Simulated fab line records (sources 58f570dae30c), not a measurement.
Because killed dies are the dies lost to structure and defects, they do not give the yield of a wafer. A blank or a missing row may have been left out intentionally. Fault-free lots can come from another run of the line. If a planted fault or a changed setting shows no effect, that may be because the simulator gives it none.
Struck lot and sound lot, side by side | flow berkeleyCmos170 | 28 out of 331 route steps
Sound: wafers L672.3, L672.4, L672.6. Wafers L659.3, L659.4, L659.5 were the ones struck. The cause is named last.
At each step with rows: each side's tool, then ch and its chambers, then its first start. Under that, the readings that differ: sound wafers | struck wafers | difference of the means | sigmas: that difference in standard deviations of wafers without a fault.
alike: readings with means less than 2 such deviations apart, plus words and numbers identical on both sides. not compared: withheld readings, readings lacking a value on some wafer, bounds such as >300 that could conceal the same value, and numbers that have no deviation in the record and whose values overlap.
The two part at a step that has a row with sigmas, a row that says differs or no value, or rows on one side only. Numbers that have no deviation but don't overlap get no sigmas and don't part them. A reading that every wafer of one side lacks parts them only if that side has two wafers or more.

first, 6 steps without rows for these wafers: UCB170_PVT_HMDS_00 (prime time 60 s); UCB170_PVT_COAT_01 (resist thk 900 nm); UCB170_PVT_SOFTBAKE_02 (time 60 s); UCB170_PVT_EXPOSE_03 (exposes mask NWELL, target cd 3000 nm); UCB170_PVT_PEB_04; UCB170_PVT_DEVELOP_05 (develop time 45 s).
UCB170_PVT_OVL_MEAS_06:
  sound on overlay-02, day 10 08:28; struck on overlay-01, day 7 10:29
  alike: PVT_OVL
after that, 1 step had no rows for these wafers: UCB170_PVT_IMPLANT_07.
UCB170_PVT_STRIP_08: strips in O2.
  sound on plasmaAsher-04 ch 0,1, day 10 08:41; struck on plasmaAsher-03 ch 0,1, day 7 10:41
  alike: drypumpMotorCurrentA, oesProductAu, stripTimeToEndpointS
  not compared: rfHoursCounterH
UCB170_PVT_TW_MEAS_09:
  sound on filmMetro-03, day 10 08:46; struck on filmMetro-01, day 7 10:47
  alike: PVT_TW
then, 1 step without rows for these wafers: UCB170_GATE_WET_ETCH_00 (etches SiO2 in dHF, time 200 s).
UCB170_FIELD_THK_MEAS_91:
  sound on filmMetro-04, day 10 08:58; struck on filmMetro-01, day 7 10:55
reading                     | sound       | struck      | difference | sigmas
FIELD_OXIDE_LEFT_2_THK (nm) | 346 341 342 | 363 362 365 | +20        | +2
UCB170_GATE_OXIDATION_01: target thk 6.6 nm, ox time 1800 s.
  sound on furnace-01 ch 0, day 10 13:05; struck on furnace-03 ch 0, day 7 11:41
reading                                    | sound                | struck               | difference | sigmas
spikeTcCentreC (C)                         | 850.5 851.8 851.6    | 813.3 815.8 812.3    | -37.5      | -38
spikeTcLoadC (C)                           | 872.4 873.4 874.8    | 838.1 836.6 838.1    | -35.9      | -17
spikeTcSourceC (C)                         | 879 879 880          | 833 834 836          | -45        | -10
tubeCenterTempC (C)                        | 849.89 850.01 849.92 | 813.48 813.51 813.49 | -36.45     | -99 or more
tube_center_temp_C_max                     | 851.9 852.4 851.9    | 815.5 815.4 815.5    | -36.6      | -99 or more
model.SiO2_of_GATE_OXIDATION_01.thkNm (nm) | 6.453 6.473 6.447    | 4.369 4.415 4.362    | -2.076     | 
UCB170_GATE_THK_MEAS_02:
  sound on filmMetro-04, day 10 14:37; struck on filmMetro-02, day 7 13:26
reading             | sound          | struck         | difference | sigmas
GATE_OXIDE_THK (nm) | 6.45 6.46 6.45 | 4.36 4.39 4.39 | -2.07      | -15
  not compared: hold
then, 1 step without rows for these wafers: UCB170_GATE_CVD_04 (deposits poly-Si from SiH4, time 1440 s, target thk 214 nm).
UCB170_GATE_THK_MEAS_05:
  sound on filmMetro-02, day 10 19:11; struck on filmMetro-02, day 8 04:39
  alike: GATE_POLY_THK
then, 6 steps without rows for these wafers: UCB170_GATE_COAT_06; UCB170_GATE_COAT_07 (resist thk 900 nm); UCB170_GATE_SOFTBAKE_08 (time 60 s); UCB170_GATE_EXPOSE_09 (exposes mask POLY, target cd 350 nm); UCB170_GATE_PEB_10; UCB170_GATE_DEVELOP_11 (develop time 45 s).
UCB170_GATE_CD_MEAS_12: the cd target is 350 nm.
  sound on cdSem-02, day 10 20:28; struck on cdSem-02, day 8 05:44
reading   | sound             | struck            | difference | sigmas
cdNm (nm) | 349.0 348.2 348.3 | 352.8 351.6 350.8 | +3.2       | +2
UCB170_GATE_OVL_MEAS_13:
  sound on overlay-02, day 10 20:33; struck on overlay-02, day 8 05:50
  alike: GATE_OVL
UCB170_GATE_ETCH_14: etches BARC in N2/H2.
  sound on rieDiel-04 ch 0,1,3, day 10 20:35; struck on rieDiel-02 ch 0,1, day 8 05:51
  alike: drypumpMotorCurrentA, oesProductAu, throttleValvePct
UCB170_GATE_ETCH_15: etches poly-Si in HBr/Cl2, stops on SiO2, time 56.3 s, target depth 278.2 nm.
  sound on rieSi-02 ch 1,2, day 10 20:37; struck on rieSi-01 ch 0,2, day 8 05:54
reading                                    | sound             | struck            | difference | sigmas
model.SiO2_of_GATE_OXIDATION_01.thkNm (nm) | 6.418 6.375 6.412 | 4.369 4.415 4.361 | -2.020     | 
  alike: drypumpMotorCurrentA, oesProductAu, throttleValvePct
  not compared: rfHoursCounterH
UCB170_GATE_STRIP_16: strips in O2.
  sound on plasmaAsher-01 ch 0,1, day 10 20:42; struck on plasmaAsher-03 ch 0,1, day 8 05:59
  alike: drypumpMotorCurrentA, oesProductAu
  not compared: rfHoursCounterH
UCB170_M3_PROBE_99:
  record: rows for the struck wafers here (prober-02, day 9 17:14), none for the sound ones

WHERE THEY PART
Earliest at UCB170_FIELD_THK_MEAS_91; latest, in this record, at UCB170_M3_PROBE_99.

WHY: what had been put in by the simulator
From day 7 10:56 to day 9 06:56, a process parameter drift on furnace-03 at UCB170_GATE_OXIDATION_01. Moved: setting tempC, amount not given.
